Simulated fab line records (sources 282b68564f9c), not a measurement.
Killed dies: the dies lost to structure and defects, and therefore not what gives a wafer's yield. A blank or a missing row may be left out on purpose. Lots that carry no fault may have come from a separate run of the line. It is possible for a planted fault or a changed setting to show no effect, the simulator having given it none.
Problem report in the 8D (eight disciplines) form, filled by code || flow ritCmos || the parts of the form that need people (team, actions taken, sign-off) are left out

1. THE ISSUE
Wafers free of any fault read -0.6 nm (standard deviation 1.2) for M1_OVL at RIT_M1_OVL_MEAS_10, against a mean of 771.6 nm on 9 wafers of 3 lots. So: +99 or more standard deviations from the usual mean.
First observed at day 4 13:43: wafer L769.2, on overlay-01. The record has a number at this step for 42 wafers belonging to 14 lots. The rule behind "out" and "out of limits": a value lying over 4 standard deviations away from the usual mean. The other wafers with a number count as sound.

2. WHAT IT IS, AND WHAT IT ISN'T
{"question": "which readings at this step", "is": "M1_OVL", "is not": "-"}
{"question": "which lots", "is": "L769, L774, L775", "is not": "L763, L764, L765, L771, L772, L776, L777, L780, L781, L782, L786"}
{"question": "which wafers of those lots", "is": "all that have a number", "is not": "-"}
{"question": "read on which gauges", "is": "overlay-01", "is not": "overlay-02"}
{"question": "when", "is": "from day 4 13:43", "is not": "up to then (9 sound wafers); but 24 sound wafers of L771, L772, L776, L777, L780, L781, L782, L786 came after"}

3. THE SUSPECTS, EACH WITH WHAT RULES IT OUT
Counting: a tool at any process step up to the reading remains a suspect when it ran all the lots that are out and ran no sound lot after the first of those.
- the gauge at RIT_M1_OVL_MEAS_10: kept. All the wafers that are out were read on overlay-01, and no step on other tools shows them out.
- ilineStepper-02 at RIT_M1_EXPOSE_06 (exposes mask M12, target cd 2600 nm): kept. It processed each lot that is out, first L769 at day 4 13:11, and no sound lot thereafter; up to then, the last sound lot it processed was L765 at day 3 18:54.
After counting, ilineStepper-02 at RIT_M1_EXPOSE_06 and overlay-01 at RIT_M1_OVL_MEAS_10 remain.

4. THE CAUSE (what the simulator had put in)
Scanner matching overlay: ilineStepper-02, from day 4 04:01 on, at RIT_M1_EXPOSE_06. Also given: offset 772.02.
This tool is one of the 2 suspects left after counting.

5. THE CHAIN OF EFFECTS, in route order
Rows list readings where the struck wafers' mean (over those with a number) sits beyond 3 standard deviations from the usual. Scope: only readings with a usual standard deviation given in the record; hours: median across lots of the time from each lot's start at the first step in this table that gives one to its start at this step; sigmas: change in usual standard deviations.
{"hours": 0, "step": "RIT_M1_OVL_MEAS_10", "reading": "M1_OVL", "usual": "-0.6 nm", "on struck wafers": 771.6, "change": "+772.2", "sigmas": "+99 or more"}

6. HOW IT WOULD HAVE BEEN CAUGHT EARLIER
Counted from the fault's start at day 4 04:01, it took 10 hours until the first out-of-limits reading at a measuring or inspecting step in this record, taken at day 4 13:43.
Lots out: 3; of these, L774, L775 started RIT_M1_EXPOSE_06 on ilineStepper-02 after day 4 13:43. A hold on the tool at that time would have spared those 2.
